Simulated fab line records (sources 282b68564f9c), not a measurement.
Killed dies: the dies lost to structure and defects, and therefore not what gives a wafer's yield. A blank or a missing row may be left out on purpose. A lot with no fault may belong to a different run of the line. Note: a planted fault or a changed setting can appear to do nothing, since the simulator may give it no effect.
What tool caused it? || flow rit_cmos || 7 lots with 21 wafers sampled at 3 steps, on a route of 202 steps

## WHAT EACH GAUGE READ, for each wafer
RIT_PLDD_OVL_MEAS_06.
{"lot": "L931", "measured": "day 3 09:28", "on": "overlay-01", "PLDD_OVL (nm)": "1.9 1.4 2.9"}
{"lot": "L935", "measured": "day 4 06:18", "on": "overlay-02", "PLDD_OVL (nm)": "-1.3 -1.6 0.4"}
{"lot": "L937", "measured": "day 4 15:09", "on": "overlay-01", "PLDD_OVL (nm)": "-0.6 0.3 -1.2"}
{"lot": "L939", "measured": "day 5 02:33", "on": "overlay-02", "PLDD_OVL (nm)": "-2.6 -1.5 -1.1"}
{"lot": "L942", "measured": "day 5 21:34", "on": "overlay-02", "PLDD_OVL (nm)": "-0.1 0.7 0.1"}
{"lot": "L944", "measured": "day 6 05:39", "on": "overlay-01", "PLDD_OVL (nm)": "- - -"}
{"lot": "L951", "measured": "day 7 17:01", "on": "overlay-02", "PLDD_OVL (nm)": "-0.2 1.3 -0.2"}

## EACH LOT AND THE TOOL THAT RAN IT (in order: tool; ch and the chambers of the sampled wafers; start)
{"lot": "L931", "RIT_NLDD_STRIP_09": "plasma_asher-01 ch 0,1, day 3 08:23", "RIT_PLDD_COAT_01": "litho_track-01 ch 0, day 3 08:46"}
{"lot": "L935", "RIT_NLDD_STRIP_09": "plasma_asher-04 ch 0,1, day 4 05:13", "RIT_PLDD_COAT_01": "litho_track-03 ch 0, day 4 05:36"}
{"lot": "L937", "RIT_NLDD_STRIP_09": "plasma_asher-03 ch 0,1, day 4 13:56", "RIT_PLDD_COAT_01": "litho_track-01 ch 0, day 4 14:21"}
{"lot": "L939", "RIT_NLDD_STRIP_09": "plasma_asher-03 ch 0,1, day 5 01:20", "RIT_PLDD_COAT_01": "litho_track-01 ch 0, day 5 01:44"}
{"lot": "L942", "RIT_NLDD_STRIP_09": "plasma_asher-04 ch 0,1, day 5 20:29", "RIT_PLDD_COAT_01": "litho_track-04 ch 0, day 5 20:52"}
{"lot": "L944", "RIT_NLDD_STRIP_09": "plasma_asher-04 ch 0,1, day 6 04:16", "RIT_PLDD_COAT_01": "litho_track-03, day 6 04:50"}
{"lot": "L951", "RIT_NLDD_STRIP_09": "plasma_asher-04 ch 0,1, day 7 15:48", "RIT_PLDD_COAT_01": "litho_track-04 ch 0, day 7 16:11"}
- RIT_NLDD_STRIP_09: strips in O2, time 180 s.
- RIT_PLDD_COAT_01: resist thk 1000 nm.

## THE ANSWER, worked out from the rows above alone
Rule: the lots themselves supply what counts as usual. Put in order of their means at a reading, lots are off if they are a third of the lots or fewer, leave a main group of 4 or more, and stand apart from it by a gap of 3 or more times the standard deviation of the main group's means; of several such gaps the widest counts. A main group whose means are all the same, to the digits that the tables above print for the reading, isn't used. Also off: a lot with no number at a reading for which 4 or more lots have one. All remaining lots with rows at the step are treated as sound.
Off: L944, at RIT_PLDD_OVL_MEAS_06 (PLDD_OVL). Without a number there: L944. For the main group the mean is -0.1 nm and the standard deviation 1.2.
A tool fits if, at a process step before that reading, it ran every lot that is off, and no sound lot after the first of them. The gauges at RIT_PLDD_OVL_MEAS_06 are tried like those tools. Undecided on this evidence; 2 tools fit (litho_track-03 at RIT_PLDD_COAT_01, overlay-01 at RIT_PLDD_OVL_MEAS_06).

## WHAT HAD BEEN PUT IN BY THE SIMULATOR
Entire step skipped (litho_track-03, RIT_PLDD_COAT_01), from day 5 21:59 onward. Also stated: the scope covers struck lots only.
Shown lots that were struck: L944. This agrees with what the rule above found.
